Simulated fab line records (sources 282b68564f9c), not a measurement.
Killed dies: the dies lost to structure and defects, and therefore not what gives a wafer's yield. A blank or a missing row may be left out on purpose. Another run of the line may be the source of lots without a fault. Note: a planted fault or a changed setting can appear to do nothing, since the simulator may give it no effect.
Comparing a struck lot with a sound one | flow rit-cmos | 23 steps out of a route of 202
Sound: wafers L348.1, L348.5, L348.6. Wafers L357.3, L357.4, L357.6 were the ones struck. The cause is given at the end.
Per side, at each step with rows, come the tool, then ch with its chambers, and then its first start. Under that, the readings that differ: sound wafers | struck wafers | difference of the means | sigmas: that difference in standard deviations of wafers without a fault.
alike: same words and numbers on both sides, and readings whose means sit less than 2 such deviations apart. not compared: any withheld reading, any reading some wafer has no value for, any bound like >300 that may hide the same value, and any number with overlapping values for which the record gives no deviation.
Wherever a step has rows on one side only, a row that says differs or no value, or a row with sigmas, the two part there. Numbers that don't overlap but have no deviation are shown without sigmas and don't part them. A reading missing from all wafers of one side parts the sides only when that side holds two or more wafers.

first, 5 steps without rows for these wafers: RIT_GATE_WET_ETCH_00 (etches SiO2 in BOE, target depth 56 nm, time 60 s); RIT_GATE_CLEAN_01 (cleans in SC1, time 600 s); RIT_GATE_CLEAN_02 (cleans in dHF, time 30 s); RIT_GATE_CLEAN_03 (cleans in SC2, time 600 s); RIT_GATE_CLEAN_04 (cleans in dHF, time 60 s).
RIT_FOX2_THK_MEAS_91:
  sound on film-metro-01 at day 3 09:15; struck on film-metro-01 at day 5 04:10
  alike: FIELD_OXIDE_LEFT_2_THK
then, 2 steps without rows for these wafers: RIT_GATE_OXIDATION_05 (target thk 3 nm, ox time 270 s); RIT_GATE_ANNEAL_06 (time 600 s).
RIT_GATE_THK_MEAS_07:
  sound on film-metro-02 at day 3 11:57; struck on film-metro-03 at day 5 06:47
  alike: GATE_OXIDE_THK
then, 1 step without rows for these wafers: RIT_GATE_CVD_08 (deposits poly-Si from SiH4, target thk 250 nm, time 2220 s).
RIT_GATE_THK_MEAS_09:
  sound on film-metro-03 at day 3 13:38; struck on film-metro-01 at day 5 08:37
  alike: GATE_POLY_THK
then, 1 step without rows for these wafers: RIT_GATE_HMDS_10 (prime time 60 s).
RIT_GATE_COAT_11: resist thk 850 nm.
  sound on litho-track-04 ch 0, day 3 13:50; struck on litho-track-04 ch 0, day 5 08:51
  reading                                   | sound           | struck          | difference | sigmas
  model.NOVOLAK_of_GATE_COAT_11.thk-nm (nm) | 848 849.1 849.7 | 1001 1000 996.4 | +150       |
then, 4 steps without rows for these wafers: RIT_GATE_SOFTBAKE_12 (time 60 s); RIT_GATE_EXPOSE_13 (exposes mask M6, target cd 150 nm); RIT_GATE_PEB_14; RIT_GATE_DEVELOP_15 (develop time 50 s).
RIT_GATE_CD_MEAS_16 targets a cd of 150 nm.
  sound on cd-sem-02 at day 3 14:32; struck on cd-sem-02 at day 5 09:37
  reading    | sound             | struck            | difference | sigmas
  cd-nm (nm) | 146.6 145.7 146.8 | 169.4 167.7 169.5 | +22.5      | +9
RIT_GATE_OVL_MEAS_17:
  sound on overlay-01 at day 3 14:40; struck on overlay-01 at day 5 09:43
  alike: GATE_OVL
then, 1 step without rows for these wafers: RIT_GATE_HARDBAKE_18 (time 60 s).
RIT_GATE_ETCH_19: etches poly-Si in SF6/CHF3/O2, stops on SiO2, time 158.5 s, target depth 312.5 nm.
  sound on rie-si-02 ch 0,1,2, day 3 14:51; struck on rie-si-01 ch 2,3, day 5 09:53
  reading                                   | sound             | struck            | difference | sigmas
  model.NOVOLAK_of_GATE_COAT_11.thk-nm (nm) | 673.6 672.7 673.9 | 803.9 805.4 801.8 | +130.3     |
  model.GATE.cd-nm (nm)                     | 146.9 145.4 146.9 | 169.3 168 169.5   | +22.5      |
  alike: drypump-motor-current-A, oes-product-au, rf-fwd-power-W, throttle-valve-pct
  not compared: rf-hours-counter-h
RIT_GATE_STRIP_20: strips in O2, time 180 s.
  sound on plasma-asher-03 ch 0,1, day 3 14:58; struck on plasma-asher-01 ch 0,1, day 5 10:03
  alike: drypump-motor-current-A
  not compared: rf-hours-counter-h
RIT_M1_PROBE_99:
  sound on prober-01 at day 4 10:59; struck on prober-02 at day 6 06:32
  reading                             | sound             | struck            | difference | sigmas
  killed-at-front-end                 | 9 4 8             | 31 11 30          | +17        | +5
  killed-dies                         | 9 4 8             | 31 11 30          | +17        | +5
  killed-on-rim                       | 2 2 1             | 24 7 19           | +15        | +11
  model.etest.pmos_0p15.r-on-ohm-um   | 2712 2680 2668    | 3337 3239 3317    | +611       |
  model.etest.pmos-turned.r-on-ohm-um | 3336 3266 3285    | 3970 3890 3947    | +640       |
  model.etest.nmos_0p15.r-on-ohm-um   | 1177 1171 1152    | 1286 1274 1294    | +118       |
  model.etest.nmos_0p15.drive-ua-um   | 464.8 471.1 466.7 | 392.2 396.5 389.5 | -74.8      |
  model.etest.nmos_0p3.r-on-ohm-um    | 2204 2206 2195    | 2278 2242 2286    | +67        |
  model.etest.pmos_0p15.drive-ua-um   | 263.5 265.3 267.8 | 204.9 212.1 203.6 | -58.7      |
  model.etest.nmos-turned.drive-ua-um | 310.9 323.2 320.4 | 295.1 299.8 295.9 | -21.2      |
  model.etest.npoly-line.line-ohm-um  | 171.1 173.8 170.5 | 135.3 136.2 131.6 | -37.4      |
  alike: killed-open, killed-short

== WHERE THEY PART ==
Earliest at RIT_GATE_CD_MEAS_16; latest, in this record, at RIT_M1_PROBE_99.

WHY: the cause the simulator had injected
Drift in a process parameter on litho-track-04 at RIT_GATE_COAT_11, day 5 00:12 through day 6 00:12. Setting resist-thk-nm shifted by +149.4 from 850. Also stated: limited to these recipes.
